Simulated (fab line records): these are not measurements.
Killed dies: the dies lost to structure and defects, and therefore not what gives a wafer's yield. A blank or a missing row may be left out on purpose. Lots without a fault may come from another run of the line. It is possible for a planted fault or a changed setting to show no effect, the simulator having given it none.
Comparing a struck lot with a sound one + flow berkeley_cmos170 + 14 steps out of a route of 331
Sound: wafers L474.2, L474.3, L474.5. Wafers L491.2, L491.4, L491.5 were the ones struck. The cause comes at the end.
Per side, at each step with rows, come the tool, then ch with its chambers, and then its first start. Under that, the readings that differ: sound wafers + struck wafers + difference of the means + sigmas: that difference in standard deviations of wafers without a fault.
alike: a reading whose means differ by less than 2 such deviations, as well as words and numbers matching on both sides. not compared: withheld readings; readings where some wafer has no value; bounds like >300 that might hide an equal value; numbers whose values overlap and for which the record gives no deviation.
The two part at a step that has a row with sigmas, a row that says differs or no value, or rows on one side only. When numbers do not overlap yet have no deviation, they are printed without sigmas and do not part them. A reading that every wafer of one side lacks parts them only if that side has two wafers or more.

UCB170_M2_STRIP_19: strips in O2.
  sound on plasma_asher-02 ch 0,1, day 8 15:38; struck on plasma_asher-02 ch 0,1, day 12 06:22
| reading               | sound             | struck            | difference | sigmas |
|-----------------------|-------------------|-------------------|------------|--------|
| oes_product_au (a.u.) | 0.562 0.554 0.552 | 0.542 0.528 0.528 | -0.023     | -2     |
  alike: drypump_motor_current_A
  not compared: rf_hours_counter_h
UCB170_M2_CD_MEAS_90 targets a cd of 700 nm.
  sound on cd_sem-01, day 8 15:47; struck on cd_sem-01, day 12 06:29
  alike: cd_nm
UCB170_V2_CVD_00: deposits SiO2 from TEOS/O2, target thk 2000 nm, time 250 s.
  sound on pecvd-03 ch 0,2, day 8 15:53; struck on pecvd-04 ch 1,2, day 12 06:35
  alike: heater_power_w, rf_fwd_power_W
  not compared: since_wet_clean_h
UCB170_V2_THK_MEAS_01:
  sound on film_metro-03, day 8 16:04; struck on film_metro-03, day 12 06:49
  alike: V2_TEOS_THK
UCB170_V2_CMP_02: polishes SiO2.
  sound on cmp-02 ch 0,2,3, day 8 16:07; struck on cmp-01 ch 1,2, day 12 06:52
  alike: motor_current_A, platen_rpm
UCB170_V2_BOW_MEAS_03:
  sound on film_metro-04, day 8 16:26; struck on film_metro-01, day 12 07:11
  alike: V2_BOW
UCB170_V2_THK_MEAS_04:
  sound on film_metro-04, day 8 16:32; struck on film_metro-01, day 12 07:18
| reading              | sound                | struck             | difference | sigmas |
|----------------------|----------------------|--------------------|------------|--------|
| V2_POLISHED_THK (nm) | 1002.7 1000.2 1002.4 | 1000.0 997.4 999.2 | -2.9       | -2     |
then, 5 steps without rows for these wafers: UCB170_V2_CLEAN_05 (cleans in DIW); UCB170_V2_HMDS_06 (prime time 60 s); UCB170_V2_COAT_07 (resist thk 900 nm); UCB170_V2_SOFTBAKE_08 (time 60 s); UCB170_V2_EXPOSE_09 (exposes mask VIA2, target cd 700 nm).
UCB170_V2_PEB_10:
  struck on litho_track-04, day 12 08:08; sound on litho_track-01 ch 0, day 8 17:56
  no value came back on the struck wafers for chill_plate_temp_C (C), exhaust_pa (Pa); on the sound wafers chill_plate_temp_C (C) reads 23.06 22.93 23.03
then, 1 step without rows for these wafers: UCB170_V2_DEVELOP_11 (develop time 45 s).

## WHERE THEY PART
Last at UCB170_V2_PEB_10 as far as this record goes, first at UCB170_M2_STRIP_19.

WHY: what the simulator had put in
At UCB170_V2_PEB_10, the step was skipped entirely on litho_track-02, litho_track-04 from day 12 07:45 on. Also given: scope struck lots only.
